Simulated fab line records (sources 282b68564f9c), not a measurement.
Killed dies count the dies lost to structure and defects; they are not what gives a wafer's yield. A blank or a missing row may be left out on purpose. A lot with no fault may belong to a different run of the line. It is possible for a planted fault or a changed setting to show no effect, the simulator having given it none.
fab line records + flow rit_cmos
[record]
- lots = 13
- wafers = 39
- last_day = 7
route steps=202 shown FOX1@21 PLDD@120
lots with no fault: from the same line, run without faults
start_h: hours from the record's opening day to when the first of the lot's shown wafers began + wait_h: hours since the lot's step before + " the same as in the row above + L1.1+2: a row that stands for several wafers + - no value, or no start was given + * or withheld: withheld + < > ~ a bound
route shown NAME@n: NAME is a module with steps in the file, n the number in the route of the first one + usual: mean/standard deviation of fault-free wafers + same: alike in all rows + chamber/n: place in a boat + sites: the reading at each site + _std_site: standard deviation across them + _edge_site: outer sites' mean less inner sites' + radius_mm: how far each site lies from the wafer's centre + mask NAME#n: copy n + behind: tool/chamber where the wafer was last shaped + hold: the reason the lot was held/the length of the hold in hours/how it ended + device: the transistor (n, p or np) that didn't switch + end of line: the tests these same wafers got at the end of their route + where a step has no rows: the recipe by itself + killed: dies lost to structure and defects at the first sort, not the wafer's yield + map: per-die view of a wafer (x killed, . not killed, _ where there is no die)
set.NAME: the setting that was run; set.NAME@STEP: the one run at that earlier step + model.NAME: the simulator's own value behind a step, which no gauge read
route steps across a sampled set of lots; one table per step, one row per wafer
services: from which hour (start_h, from the record's first day; less than 0 if before it) a tool's chamber was out of use, for how many hours, and why
[[steps]]
[step RIT_FOX1_THK_MEAS_01]
[recipe]
- reads = SiO2_of_FOX1_OXIDATION_00
[usual]
- FOX1_OXIDE_THK = 348/6.3
| lot.wafer | tool          | chamber | start_h | wait_h | FOX1_OXIDE_THK[nm] |
|-----------|---------------|---------|---------|--------|--------------------|
| L943.1    | film_metro-04 | -       | 17.64   | 0.0    | 335                |
| L943.3    | "             | -       | "       | "      | 341                |
| L943.5    | "             | -       | "       | "      | 344                |
| L944.1    | film_metro-03 | -       | 21.82   | 0.0    | 350                |
| L944.2    | "             | -       | "       | "      | 348                |
| L944.4    | "             | -       | "       | "      | 346                |
| L945.3    | film_metro-02 | -       | 28.39   | 0.0    | 345                |
| L945.5    | "             | -       | "       | "      | 352                |
| L945.6    | "             | -       | "       | "      | 338                |
| L946.3    | film_metro-02 | -       | 32.48   | 0.0    | 354                |
| L946.4    | "             | -       | "       | "      | 349                |
| L946.6    | "             | -       | "       | "      | 355                |
| L947.1    | film_metro-02 | -       | 38.67   | 0.0    | 334                |
| L947.2    | "             | -       | "       | "      | 335                |
| L947.3    | "             | -       | "       | "      | 340                |
| L948.3    | film_metro-04 | -       | 42.00   | 0.0    | 358                |
| L948.4    | "             | -       | "       | "      | 361                |
| L948.5    | "             | -       | "       | "      | 356                |
| L949.4    | film_metro-04 | -       | 47.59   | 0.0    | 350                |
| L949.5    | "             | -       | "       | "      | 346                |
| L949.6    | "             | -       | "       | "      | 342                |
| L950.1    | film_metro-04 | -       | 51.98   | 0.0    | 346                |
| L950.3    | "             | -       | "       | "      | 348                |
| L950.6    | "             | -       | "       | "      | 349                |
| L952.1    | film_metro-04 | -       | 63.73   | 0.0    | 351                |
| L952.3    | "             | -       | "       | "      | 352                |
| L952.6    | "             | -       | "       | "      | 349                |
| L955.1    | film_metro-02 | -       | 81.80   | 0.0    | 350                |
| L955.2    | "             | -       | "       | "      | 351                |
| L955.6    | "             | -       | "       | "      | 350                |
| L956.2    | film_metro-04 | -       | 87.43   | 0.0    | 348                |
| L956.4    | "             | -       | "       | "      | 341                |
| L956.5    | "             | -       | "       | "      | 347                |
| L963.3    | film_metro-04 | -       | 117.52  | 0.0    | 333                |
| L963.5    | "             | -       | "       | "      | 338                |
| L963.6    | "             | -       | "       | "      | 333                |
| L966.2    | film_metro-02 | -       | 132.88  | 0.0    | 353                |
| L966.4    | "             | -       | "       | "      | 350                |
| L966.5    | "             | -       | "       | "      | 351                |
[step RIT_PLDD_OVL_MEAS_06]
[usual]
- PLDD_OVL = 0.6/1.6
| lot.wafer | tool       | chamber | start_h | wait_h | PLDD_OVL[nm] |
|-----------|------------|---------|---------|--------|--------------|
| L943.1    | overlay-01 | -       | 42.86   | -      | 0.7          |
| L943.3    | "          | -       | "       | "      | -0.7         |
| L943.5    | "          | -       | "       | "      | -1.0         |
| L944.1    | overlay-01 | -       | 47.12   | -      | 0.4          |
| L944.2    | "          | -       | "       | "      | -1.2         |
| L944.4    | "          | -       | "       | "      | -1.1         |
| L945.3    | overlay-01 | -       | 54.31   | -      | 1.6          |
| L945.5    | "          | -       | "       | "      | 3.4          |
| L945.6    | "          | -       | "       | "      | -0.6         |
| L946.3    | overlay-01 | -       | 58.65   | -      | 2.4          |
| L946.4    | "          | -       | "       | "      | 1.4          |
| L946.6    | "          | -       | "       | "      | 1.8          |
| L947.1    | overlay-01 | -       | 65.00   | -      | -2.0         |
| L947.2    | "          | -       | "       | "      | 1.6          |
| L947.3    | "          | -       | "       | "      | 0.7          |
| L948.3    | overlay-01 | -       | 68.75   | -      | 0.2          |
| L948.4    | "          | -       | "       | "      | 1.9          |
| L948.5    | "          | -       | "       | "      | 0.5          |
| L949.4    | overlay-02 | -       | 74.06   | -      | -1.7         |
| L949.5    | "          | -       | "       | "      | 0.6          |
| L949.6    | "          | -       | "       | "      | -2.3         |
| L950.1    | overlay-01 | -       | 78.23   | -      | 2.7          |
| L950.3    | "          | -       | "       | "      | 2.1          |
| L950.6    | "          | -       | "       | "      | 4.4          |
| L952.1    | overlay-01 | -       | 95.50   | -      | 1.0          |
| L952.3    | "          | -       | "       | "      | 2.5          |
| L952.6    | "          | -       | "       | "      | 2.3          |
| L955.1    | overlay-02 | -       | 112.19  | -      | -1.9         |
| L955.2    | "          | -       | "       | "      | -2.1         |
| L955.6    | "          | -       | "       | "      | 0.8          |
| L956.2    | overlay-01 | -       | 116.47  | -      | 0.9          |
| L956.4    | "          | -       | "       | "      | 2.6          |
| L956.5    | "          | -       | "       | "      | 1.4          |
| L963.3    | overlay-02 | -       | 143.05  | -      | 0.1          |
| L963.5    | "          | -       | "       | "      | -2.0         |
| L963.6    | "          | -       | "       | "      | -0.8         |
| L966.2    | overlay-01 | -       | 161.73  | -      | 1.0          |
| L966.4    | "          | -       | "       | "      | -0.1         |
| L966.5    | "          | -       | "       | "      | 0.1          |
[step RIT_PLDD_IMPLANT_08]
[recipe]
- species = BF2
- energy_kev = 20
- dose_cm2 = 9e+14
- tilt_deg = 7
[usual]
- beam_energy_keV = 20.000/0.0058
| lot.wafer | tool         | chamber | start_h | wait_h | beam_energy_keV |
|-----------|--------------|---------|---------|--------|-----------------|
| L943.1    | implanter-03 | 0       | 43.05   | 0.1    | 20.008          |
| L943.3    | "            | 0       | "       | "      | 20.006          |
| L943.5    | "            | 0       | "       | "      | 20.008          |
| L944.1    | implanter-03 | 0       | 47.31   | 0.1    | 19.994          |
| L944.2    | "            | 0       | "       | "      | 20.000          |
| L944.4    | "            | 0       | "       | "      | 19.998          |
| L945.3    | implanter-04 | 0       | 54.53   | 0.1    | 20.000          |
| L945.5    | "            | 0       | "       | "      | 19.998          |
| L945.6    | "            | 0       | "       | "      | 19.999          |
| L946.3    | implanter-03 | 0       | 58.87   | 0.1    | 19.996          |
| L946.4    | "            | 0       | "       | "      | 19.993          |
| L946.6    | "            | 0       | "       | "      | 19.993          |
| L947.1    | implanter-04 | 0       | 65.36   | 0.1    | 19.996          |
| L947.2    | "            | 0       | "       | "      | 19.999          |
| L947.3    | "            | 0       | "       | "      | 20.007          |
| L948.3    | implanter-01 | 0       | 68.97   | 0.1    | 19.994          |
| L948.4    | "            | 0       | "       | "      | 20.003          |
| L948.5    | "            | 0       | "       | "      | 20.001          |
| L949.4    | implanter-03 | 0       | 74.31   | 0.1    | 20.001          |
| L949.5    | "            | 0       | "       | "      | 20.006          |
| L949.6    | "            | 0       | "       | "      | 20.000          |
| L950.1    | implanter-04 | 0       | 78.42   | 0.1    | 20.001          |
| L950.3    | "            | 0       | "       | "      | 20.006          |
| L950.6    | "            | 0       | "       | "      | 19.996          |
| L952.1    | implanter-01 | 0       | 95.68   | 0.1    | 19.998          |
| L952.3    | "            | 0       | "       | "      | 19.992          |
| L952.6    | "            | 0       | "       | "      | 19.997          |
| L955.1    | implanter-04 | 0       | 112.38  | 0.1    | 15.175          |
| L955.2    | "            | 0       | "       | "      | 15.175          |
| L955.6    | "            | 0       | "       | "      | 15.183          |
| L956.2    | implanter-04 | 0       | 116.69  | 0.1    | 15.178          |
| L956.4    | "            | 0       | "       | "      | 15.183          |
| L956.5    | "            | 0       | "       | "      | 15.177          |
| L963.3    | implanter-01 | 0       | 143.27  | 0.1    | 20.006          |
| L963.5    | "            | 0       | "       | "      | 20.011          |
| L963.6    | "            | 0       | "       | "      | 20.006          |
| L966.2    | implanter-03 | 0       | 161.93  | 0.1    | 19.996          |
| L966.4    | "            | 0       | "       | "      | 19.995          |
| L966.5    | "            | 0       | "       | "      | 19.998          |
[step RIT_PLDD_TW_MEAS_10]
[usual]
- PLDD_TW = 2304/30
| lot.wafer | tool          | chamber | start_h | wait_h | PLDD_TW |
|-----------|---------------|---------|---------|--------|---------|
| L943.1    | film_metro-04 | -       | 43.38   | 0.1    | 2344    |
| L943.3    | "             | -       | "       | "      | 2340    |
| L943.5    | "             | -       | "       | "      | 2353    |
| L944.1    | film_metro-01 | -       | 47.63   | 0.1    | 2294    |
| L944.2    | "             | -       | "       | "      | 2300    |
| L944.4    | "             | -       | "       | "      | 2306    |
| L945.3    | film_metro-04 | -       | 54.83   | 0.1    | 2351    |
| L945.5    | "             | -       | "       | "      | 2374    |
| L945.6    | "             | -       | "       | "      | 2367    |
| L946.3    | film_metro-01 | -       | 59.17   | 0.1    | 2293    |
| L946.4    | "             | -       | "       | "      | 2298    |
| L946.6    | "             | -       | "       | "      | 2286    |
| L947.1    | film_metro-01 | -       | 65.69   | 0.1    | 2284    |
| L947.2    | "             | -       | "       | "      | 2286    |
| L947.3    | "             | -       | "       | "      | 2288    |
| L948.3    | film_metro-01 | -       | 69.27   | 0.1    | 2291    |
| L948.4    | "             | -       | "       | "      | 2287    |
| L948.5    | "             | -       | "       | "      | 2290    |
| L949.4    | film_metro-01 | -       | 74.59   | 0.1    | 2306    |
| L949.5    | "             | -       | "       | "      | 2302    |
| L949.6    | "             | -       | "       | "      | 2308    |
| L950.1    | film_metro-01 | -       | 78.74   | 0.1    | 2314    |
| L950.3    | "             | -       | "       | "      | 2302    |
| L950.6    | "             | -       | "       | "      | 2298    |
| L952.1    | film_metro-02 | -       | 96.01   | 0.1    | 2329    |
| L952.3    | "             | -       | "       | "      | 2335    |
| L952.6    | "             | -       | "       | "      | 2329    |
| L955.1    | film_metro-01 | -       | 112.70  | 0.1    | 2114    |
| L955.2    | "             | -       | "       | "      | 2114    |
| L955.6    | "             | -       | "       | "      | 2124    |
| L956.2    | film_metro-01 | -       | 117.00  | 0.1    | 2125    |
| L956.4    | "             | -       | "       | "      | 2121    |
| L956.5    | "             | -       | "       | "      | 2126    |
| L963.3    | film_metro-01 | -       | 143.56  | 0.1    | 2267    |
| L963.5    | "             | -       | "       | "      | 2277    |
| L963.6    | "             | -       | "       | "      | 2271    |
| L966.2    | film_metro-01 | -       | 162.24  | 0.1    | 2284    |
| L966.4    | "             | -       | "       | "      | 2295    |
| L966.5    | "             | -       | "       | "      | 2281    |
[step RIT_SDANNEAL_RS_MEAS_06]
[recipe]
- thk_meas_gauge = four-point-probe
[usual]
- PLDD_RS = 178.4/0.54
| lot.wafer | tool          | chamber | start_h | wait_h | PLDD_RS[ohm/sq] |
|-----------|---------------|---------|---------|--------|-----------------|
| L943.1    | film_metro-04 | -       | 49.50   | 0.1    | 177.7           |
| L943.3    | "             | -       | "       | "      | 177.5           |
| L943.5    | "             | -       | "       | "      | 177.7           |
| L944.1    | film_metro-04 | -       | 54.11   | 0.1    | 178.2           |
| L944.2    | "             | -       | "       | "      | 177.9           |
| L944.4    | "             | -       | "       | "      | 177.7           |
| L945.3    | film_metro-04 | -       | 60.93   | 0.1    | 177.3           |
| L945.5    | "             | -       | "       | "      | 176.8           |
| L945.6    | "             | -       | "       | "      | 176.8           |
| L946.3    | film_metro-04 | -       | 65.40   | 0.1    | 178.1           |
| L946.4    | "             | -       | "       | "      | 178.2           |
| L946.6    | "             | -       | "       | "      | 178.2           |
| L947.1    | film_metro-04 | -       | 72.06   | 0.1    | 178.2           |
| L947.2    | "             | -       | "       | "      | 178.3           |
| L947.3    | "             | -       | "       | "      | 178.2           |
| L948.3    | film_metro-01 | -       | 76.61   | 0.1    | 178.7           |
| L948.4    | "             | -       | "       | "      | 178.3           |
| L948.5    | "             | -       | "       | "      | 178.4           |
| L949.4    | film_metro-04 | -       | 80.96   | 0.1    | 178.8           |
| L949.5    | "             | -       | "       | "      | 178.7           |
| L949.6    | "             | -       | "       | "      | 178.1           |
| L950.1    | film_metro-01 | -       | 84.94   | 0.1    | 178.9           |
| L950.3    | "             | -       | "       | "      | 178.8           |
| L950.6    | "             | -       | "       | "      | 179.1           |
| L952.1    | film_metro-02 | -       | 102.14  | 0.1    | 178.5           |
| L952.3    | "             | -       | "       | "      | 179.0           |
| L952.6    | "             | -       | "       | "      | 178.4           |
| L955.1    | film_metro-04 | -       | 119.29  | 0.1    | 196.0           |
| L955.2    | "             | -       | "       | "      | 195.8           |
| L955.6    | "             | -       | "       | "      | 195.8           |
| L956.2    | film_metro-01 | -       | 124.67  | 0.1    | 197.2           |
| L956.4    | "             | -       | "       | "      | 197.4           |
| L956.5    | "             | -       | "       | "      | 197.2           |
| L963.3    | film_metro-02 | -       | 149.76  | 0.1    | 178.6           |
| L963.5    | "             | -       | "       | "      | 178.6           |
| L963.6    | "             | -       | "       | "      | 178.9           |
| L966.2    | film_metro-01 | -       | 168.50  | 0.1    | 178.9           |
| L966.4    | "             | -       | "       | "      | 178.2           |
| L966.5    | "             | -       | "       | "      | 178.5           |
[[services]]
| tool         | chamber | start_h | hours | kind   |
|--------------|---------|---------|-------|--------|
| implanter-03 | -       | 32.62   | 2.5   | repair |
| implanter-03 | -       | 116.40  | 1.4   | repair |
| implanter-03 | -       | 137.17  | 4.1   | pm     |
[[key]]
[first_sign]
- step = RIT_PLDD_IMPLANT_08
- reading = beam_energy_keV
- direction = down
- sigmas = 99+
- usual = 20.000
- struck = 15.178
[effect]
- step = RIT_PLDD_TW_MEAS_10
- reading = PLDD_TW
- direction = down
- sigmas = 6.2
- usual = 2304
- struck = 2121
[effect]
- step = RIT_SDANNEAL_RS_MEAS_06
- reading = PLDD_RS
- direction = up
- sigmas = 34
- usual = 178.4
- struck = 196.6
met_at RIT_PLDD_IMPLANT_08
struck_lots L955,L956
tester_left_out L955,L956
not_acting_at RIT_FOX1_THK_MEAS_01,RIT_PLDD_OVL_MEAS_06
onset_between 78.42 112.38
[fault]
- kind = process_parameter_drift
- tool = implanter-04
- chamber = -
- onset_h = 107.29
- steps = RIT_PLDD_IMPLANT_08
- channel = energy_kev
- offset = -4.8218
- shape = step
- end_h = 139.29
- acts_in = these_recipes_only
- stated = 20
// tester_left_out: of these lots the tester's yield and bins aren't shown, on N5 and GAA mostly nor the transistor test; their killed dies are dies lost to structure and defects alone, not to doping, threshold or leakage, so they don't give the yield
